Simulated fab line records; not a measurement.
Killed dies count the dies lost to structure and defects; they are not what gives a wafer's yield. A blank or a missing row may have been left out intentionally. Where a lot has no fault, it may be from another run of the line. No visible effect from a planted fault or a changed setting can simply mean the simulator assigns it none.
Chamber matching || flow berkeley-cmos170 || rie-diel-01 running UCB170_M2_ETCH_17: 3 sister chambers
The step etches BARC in N2/H2. 6 wafers are shown with their chamber, then 7 later ones without.

WAFERS WITH THEIR CHAMBER
{"wafer": "L330.6", "chamber": 2, "drypump-motor-current-A (A)": 5.4, "throttle-valve-pct (%)": 13.36}
{"wafer": "L335.2", "chamber": 2, "drypump-motor-current-A (A)": 5.4, "throttle-valve-pct (%)": 13.35}
{"wafer": "L334.6", "chamber": 0, "drypump-motor-current-A (A)": 6.6, "throttle-valve-pct (%)": 13.46}
{"wafer": "L336.3", "chamber": 0, "drypump-motor-current-A (A)": 6.6, "throttle-valve-pct (%)": 13.44}
{"wafer": "L336.5", "chamber": 1, "drypump-motor-current-A (A)": 5.4, "throttle-valve-pct (%)": 13.38}
{"wafer": "L339.2", "chamber": 1, "drypump-motor-current-A (A)": 5.5, "throttle-valve-pct (%)": 13.39}

WAFERS WITH NO CHAMBER GIVEN
{"wafer": "L339.3", "drypump-motor-current-A (A)": 5.4, "throttle-valve-pct (%)": 13.35}
{"wafer": "L339.6", "drypump-motor-current-A (A)": 6.6, "throttle-valve-pct (%)": 13.46}
{"wafer": "L349.2", "drypump-motor-current-A (A)": 5.5, "throttle-valve-pct (%)": 13.38}
{"wafer": "L349.5", "drypump-motor-current-A (A)": 6.6, "throttle-valve-pct (%)": 13.44}
{"wafer": "L350.1", "drypump-motor-current-A (A)": 5.5, "throttle-valve-pct (%)": 13.38}
{"wafer": "L350.2", "drypump-motor-current-A (A)": 6.6, "throttle-valve-pct (%)": 13.45}
{"wafer": "L350.4", "drypump-motor-current-A (A)": 6.6, "throttle-valve-pct (%)": 13.45}

WHICH CHAMBER EACH ONE RAN IN
{"wafer": "L339.3", "from the rows above": 2, "in truth": 2}
{"wafer": "L339.6", "from the rows above": 0, "in truth": 0}
{"wafer": "L349.2", "from the rows above": 1, "in truth": 1}
{"wafer": "L349.5", "from the rows above": 0, "in truth": 0}
{"wafer": "L350.1", "from the rows above": 1, "in truth": 1}
{"wafer": "L350.2", "from the rows above": 0, "in truth": 0}
{"wafer": "L350.4", "from the rows above": 0, "in truth": 0}
Correct placement for 7 of the 7. From these rows, 0 cannot be placed. Wrongly placed: 0.
How it was worked out, from the rows above alone: a wafer's distance from a chamber is the root of the sum, over the readings, of the square of ((its reading less the chamber's mean) divided by the reading's scatter). The wafer belongs to the nearest chamber; if the next one is less than 2 further off, it can't be placed. The mean given for a chamber averages the wafers shown for that chamber. The scatter is the square root of a quotient: the sum, over the shown wafers, of each reading's squared deviation from its chamber's mean, divided by wafers minus chambers.
